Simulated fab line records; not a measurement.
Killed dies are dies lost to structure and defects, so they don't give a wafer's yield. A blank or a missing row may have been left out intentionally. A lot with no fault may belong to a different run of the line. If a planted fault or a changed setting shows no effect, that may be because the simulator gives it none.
Split-lot study ; flow rit cmos ; on a route of 202 steps: 5 lots, 23 wafers read

ABOUT THE SPLIT
At RIT_GATE_OXIDATION_05 (target thk 3 nm, ox time 270 s), the setting ox time s was moved away from the recipe's 270 s on 15 of the 23 wafers read, by -13.1% to +12.2%. For the rest of the wafers, this setting stayed at what the recipe calls for.

FROM THE SPLIT ON TO THE READING: in between, the file shows 1 step
- RIT_GATE_ANNEAL_06: time 600 s

THE READING
At RIT_GATE_THK_MEAS_07: GATE_OXIDE_THK, given in nm. Typical for fault-free wafers on this fab line: 3.01 nm, with standard deviation 0.058 nm.

wafer;tool, chamber at the split;ox time s as run, s;against the recipe;GATE_OXIDE_THK, nm;against lot-mates on the recipe
L074.1;-, -;270;recipe;3.09;-
L074.2;-, -;270;recipe;3.00;-
L074.4;-, -;270;recipe;3.12;-
L074.5;-, -;270;recipe;3.11;-
L074.6;-, -;270;recipe;3.08;-
L077.2;furnace-04, 0;270;recipe;3.05;-
L077.4;furnace-04, 0;270;recipe;3.08;-
L077.5;furnace-04, 0;270;recipe;2.99;-
L079.1;-, -;254.1;-5.9%;2.91;no lot-mate on the recipe
L079.3;-, -;254.1;-5.9%;2.81;no lot-mate on the recipe
L079.4;-, -;254.1;-5.9%;2.90;no lot-mate on the recipe
L079.5;-, -;254.1;-5.9%;2.85;no lot-mate on the recipe
L079.6;-, -;254.1;-5.9%;2.84;no lot-mate on the recipe
L080.1;-, -;234.7;-13.1%;2.65;no lot-mate on the recipe
L080.2;-, -;234.7;-13.1%;2.62;no lot-mate on the recipe
L080.3;-, -;234.7;-13.1%;2.65;no lot-mate on the recipe
L080.4;-, -;234.7;-13.1%;2.67;no lot-mate on the recipe
L080.5;-, -;234.7;-13.1%;2.66;no lot-mate on the recipe
L081.1;-, -;302.9;+12.2%;3.35;no lot-mate on the recipe
L081.2;-, -;302.9;+12.2%;3.29;no lot-mate on the recipe
L081.3;-, -;302.9;+12.2%;3.28;no lot-mate on the recipe
L081.4;-, -;302.9;+12.2%;3.33;no lot-mate on the recipe
L081.6;-, -;302.9;+12.2%;3.33;no lot-mate on the recipe

FIT RESULTS
A straight line over all 23 wafers: GATE_OXIDE_THK changes by +0.0266 nm for each +1% of ox time s; r = +0.98; the points scatter about the line by 0.049 nm.
Too few moved wafers with a lot-mate on the recipe to fit a line net of each lot's own level.

THE WHOLE CHAIN: every reading that the file lists as answering this split, in the file's order
step;what it does;reading;change (the file's fit);r (the file's)
RIT_GATE_OXIDATION_05;target thk 3 nm, ox time 270 s;SiO2_of_GATE_OXIDATION_05.thk nm (the simulator's own value, which no gauge read);+0.0259 nm for each +1% of the setting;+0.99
RIT_GATE_THK_MEAS_07;;GATE_OXIDE_THK;+0.0265 for each +1% of the setting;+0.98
RIT_M1_PROBE_99;;etest.nmos_0p3.drive ua um (the simulator's own value, which no gauge read);-2.36 for each +1% of the setting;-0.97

FILE'S OWN FIT
GATE_OXIDE_THK changes by +0.0265 nm for each +1% of ox time s, r = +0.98.
